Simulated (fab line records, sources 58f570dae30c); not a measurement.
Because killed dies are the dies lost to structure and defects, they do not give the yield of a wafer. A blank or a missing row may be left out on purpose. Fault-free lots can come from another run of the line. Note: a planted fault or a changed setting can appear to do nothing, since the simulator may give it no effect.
Split-lot study ; flow berkeley_cmos170 ; 5 lots, 23 wafers read, on a route of 331 steps

## SPLIT DETAILS
At UCB170_PVT_STRIP_08 (strips in O2), the setting overash_fraction was moved away from the recipe's 0.5 on 4 of the 23 wafers read, by +21.2% to +28.5%. For the rest of the wafers, this setting stayed at what the recipe calls for.

The reading comes from the split's own step.

## THE READING
oes_product_au, in a.u., at UCB170_PVT_STRIP_08 (strips in O2). A value of 0.734 a.u. with a standard deviation of 0.0053 a.u. is what fault-free wafers of this fab line usually give.

wafer;tool, chamber at the split;overash_fraction as run;against the recipe;oes_product_au, a.u.;against lot-mates on the recipe
L075.1;plasma_asher-02, 0;0.5;recipe;0.734;-
L075.5;plasma_asher-02, 0;0.5;recipe;0.741;-
L075.6;plasma_asher-02, 1;0.5;recipe;0.738;-
L078.1;plasma_asher-02, 0;0.5;recipe;0.736;-
L078.3;plasma_asher-02, 1;0.5;recipe;0.739;-
L078.4;plasma_asher-02, 0;0.5;recipe;0.727;-
L078.5;plasma_asher-02, 1;0.5;recipe;0.735;-
L078.6;plasma_asher-02, 0;0.5;recipe;0.732;-
L080.2;plasma_asher-02, 0;0.6424;+28.5%;0.680;-0.052
L080.3;plasma_asher-02, 0;0.5;recipe;0.731;-
L080.4;plasma_asher-02, 1;0.6424;+28.5%;0.699;-0.033
L080.5;plasma_asher-02, 0;0.5;recipe;0.731;-
L080.6;plasma_asher-02, 1;0.5;recipe;0.733;-
L082.1;plasma_asher-04, 0;0.5;recipe;0.734;-
L082.2;plasma_asher-04, 1;0.5;recipe;0.733;-
L082.3;plasma_asher-04, 1;0.5;recipe;0.726;-
L082.5;plasma_asher-04, 1;0.5;recipe;0.733;-
L082.6;plasma_asher-04, 0;0.5;recipe;0.738;-
L083.1;plasma_asher-03, 1;0.6058;+21.2%;0.694;-0.041
L083.2;plasma_asher-03, 0;0.5;recipe;0.736;-
L083.4;plasma_asher-03, 1;0.5;recipe;0.735;-
L083.5;plasma_asher-03, 1;0.5;recipe;0.734;-
L083.6;plasma_asher-03, 0;0.6058;+21.2%;0.695;-0.040

THE FIT
A straight line over all 23 wafers: oes_product_au changes by -0.00167 a.u. for each +1% of overash_fraction; r = -0.96; the points scatter about the line by 0.0048 a.u.
The same after taking each lot's own level away (the mean of its wafers on the recipe; 23 wafers): -0.00163 a.u. for each +1%; r = -0.96; scatter 0.0048 a.u.
The reading moves by 0.046 a.u. for the largest change in overash_fraction, on that fit.
From 0.7317 to 0.7377 a.u.: that is the span of the lots' own levels, equal to 1.1 times the standard deviation above.
Consequently the slope shifts little with the lot-to-lot level, the two slopes agreeing.
Check: for one of the wafers moved furthest among these (+28.5%), held out of the fit, the line's prediction against its lot-mates is -0.0441 a.u. It came out at -0.0517 a.u. against them.
Tool readings at the split's step, against how far the setting was moved: oes_product_au r = -0.96.

## FURTHER SPLITS ON THESE WAFERS
These wafers also went through other splits before the reading. Each is held against what the fit with the lots' levels taken away leaves over:
other split on the same wafers;wafers away from the commonest value;r with oes_product_au (lot level and that fit taken away)
UCB170_NWELL_ETCH_13 time_s;7;+0.04
UCB170_PWELL_CVD_05 sih2cl2_flow_sccm;15;+0.29
UCB170_PWELL_DEVELOP_12 dev_temp_c;11;+0.25
UCB170_WELLDRIVE_OXIDATION_01 temp_c;13;+0.03
UCB170_ACTIVE_COAT_08 spin_rpm;7;-0.37
UCB170_ACTIVE_PEB_11 peb_temp_c;7;-0.36
UCB170_PFIELD_IMPLANT_07 energy_kev;7;+0.19
UCB170_SACOX_OXIDATION_01 temp_c;18;+0.06

## THE FILE'S OWN FIT
oes_product_au changes by -0.00164 a.u. for each +1% of overash_fraction, r = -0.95.
